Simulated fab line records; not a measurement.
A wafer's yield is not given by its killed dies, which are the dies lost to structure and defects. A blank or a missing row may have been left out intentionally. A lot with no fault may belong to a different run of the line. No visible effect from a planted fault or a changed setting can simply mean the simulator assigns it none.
Chamber matching / flow berkeley_cmos170 / 4 sister chambers for UCB170_V1_CMP_02 on cmp-01
The step polishes SiO2. 20 wafers are shown with their chamber, then 10 later ones without.

WAFERS PAIRED WITH THEIR CHAMBERS
wafer=L709.3; chamber=0; motor_current_A (A)=12.1; head_pressure_psi (psi)=6.008
wafer=L709.4; chamber=2; motor_current_A (A)=14.3; head_pressure_psi (psi)=6.022
wafer=L709.5; chamber=3; motor_current_A (A)=16.0; head_pressure_psi (psi)=5.995
wafer=L713.1; chamber=0; motor_current_A (A)=11.9; head_pressure_psi (psi)=5.991
wafer=L713.5; chamber=0; motor_current_A (A)=12.9; head_pressure_psi (psi)=6.011
wafer=L713.6; chamber=3; motor_current_A (A)=17.3; head_pressure_psi (psi)=5.976
wafer=L712.1; chamber=1; motor_current_A (A)=16.2; head_pressure_psi (psi)=6.022
wafer=L712.4; chamber=0; motor_current_A (A)=11.5; head_pressure_psi (psi)=6.000
wafer=L712.5; chamber=2; motor_current_A (A)=14.4; head_pressure_psi (psi)=5.974
wafer=L716.2; chamber=2; motor_current_A (A)=14.3; head_pressure_psi (psi)=6.004
wafer=L716.3; chamber=0; motor_current_A (A)=12.4; head_pressure_psi (psi)=6.020
wafer=L716.6; chamber=3; motor_current_A (A)=17.1; head_pressure_psi (psi)=5.996
wafer=L717.1; chamber=0; motor_current_A (A)=12.4; head_pressure_psi (psi)=6.016
wafer=L717.2; chamber=3; motor_current_A (A)=17.0; head_pressure_psi (psi)=5.992
wafer=L717.4; chamber=1; motor_current_A (A)=15.2; head_pressure_psi (psi)=5.997
wafer=L714.2; chamber=3; motor_current_A (A)=17.2; head_pressure_psi (psi)=5.998
wafer=L714.3; chamber=0; motor_current_A (A)=12.9; head_pressure_psi (psi)=5.996
wafer=L714.4; chamber=1; motor_current_A (A)=15.2; head_pressure_psi (psi)=5.997
wafer=L719.1; chamber=3; motor_current_A (A)=17.6; head_pressure_psi (psi)=5.977
wafer=L719.3; chamber=0; motor_current_A (A)=12.2; head_pressure_psi (psi)=5.994

SIGNATURES (averages over the wafers above)
reading=motor_current_A; chamber 0=12.287; chamber 1=15.533; chamber 2=14.333; chamber 3=17.033; scatter within a chamber=0.484
reading=head_pressure_psi; chamber 0=6.00450; chamber 1=6.00533; chamber 2=6.00000; chamber 3=5.98900; scatter within a chamber=0.0134
Rule: a wafer's distance from a chamber is the root of the sum, over the readings, of the square of ((its reading less the chamber's mean) divided by the reading's scatter). The wafer belongs to the nearest chamber; if the next one is less than 2 further off, it can't be placed. The scatter: take each reading less its chamber's mean, square it, sum over the shown wafers, divide by the number of wafers less the number of chambers, and take the root.

WAFERS MISSING THEIR CHAMBER
wafer=L719.4; motor_current_A (A)=16.4; head_pressure_psi (psi)=5.981
wafer=L726.1; motor_current_A (A)=16.4; head_pressure_psi (psi)=6.002
wafer=L726.3; motor_current_A (A)=12.1; head_pressure_psi (psi)=6.015
wafer=L726.5; motor_current_A (A)=16.8; head_pressure_psi (psi)=6.000
wafer=L727.1; motor_current_A (A)=16.8; head_pressure_psi (psi)=5.987
wafer=L727.3; motor_current_A (A)=14.0; head_pressure_psi (psi)=5.980
wafer=L727.6; motor_current_A (A)=14.3; head_pressure_psi (psi)=5.981
wafer=L731.1; motor_current_A (A)=16.0; head_pressure_psi (psi)=6.004
wafer=L731.5; motor_current_A (A)=15.3; head_pressure_psi (psi)=6.001
wafer=L731.6; motor_current_A (A)=14.7; head_pressure_psi (psi)=5.990

THE CHAMBER EACH PASSED THROUGH
wafer=L719.4; from the rows above=can't be placed: 3 or 1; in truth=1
wafer=L726.1; from the rows above=can't be placed: 3 or 1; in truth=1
wafer=L726.3; from the rows above=0; in truth=0
wafer=L726.5; from the rows above=can't be placed: 3 or 1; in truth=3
wafer=L727.1; from the rows above=3; in truth=3
wafer=L727.3; from the rows above=2; in truth=2
wafer=L727.6; from the rows above=can't be placed: 2 or 1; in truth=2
wafer=L731.1; from the rows above=can't be placed: 1 or 3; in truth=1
wafer=L731.5; from the rows above=can't be placed: 1 or 2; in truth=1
wafer=L731.6; from the rows above=can't be placed: 2 or 1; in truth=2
Correctly placed: 3 of 10. Can't be placed from these rows: 7 (the true chamber is among the candidates in 7). Wrongly placed: 0.
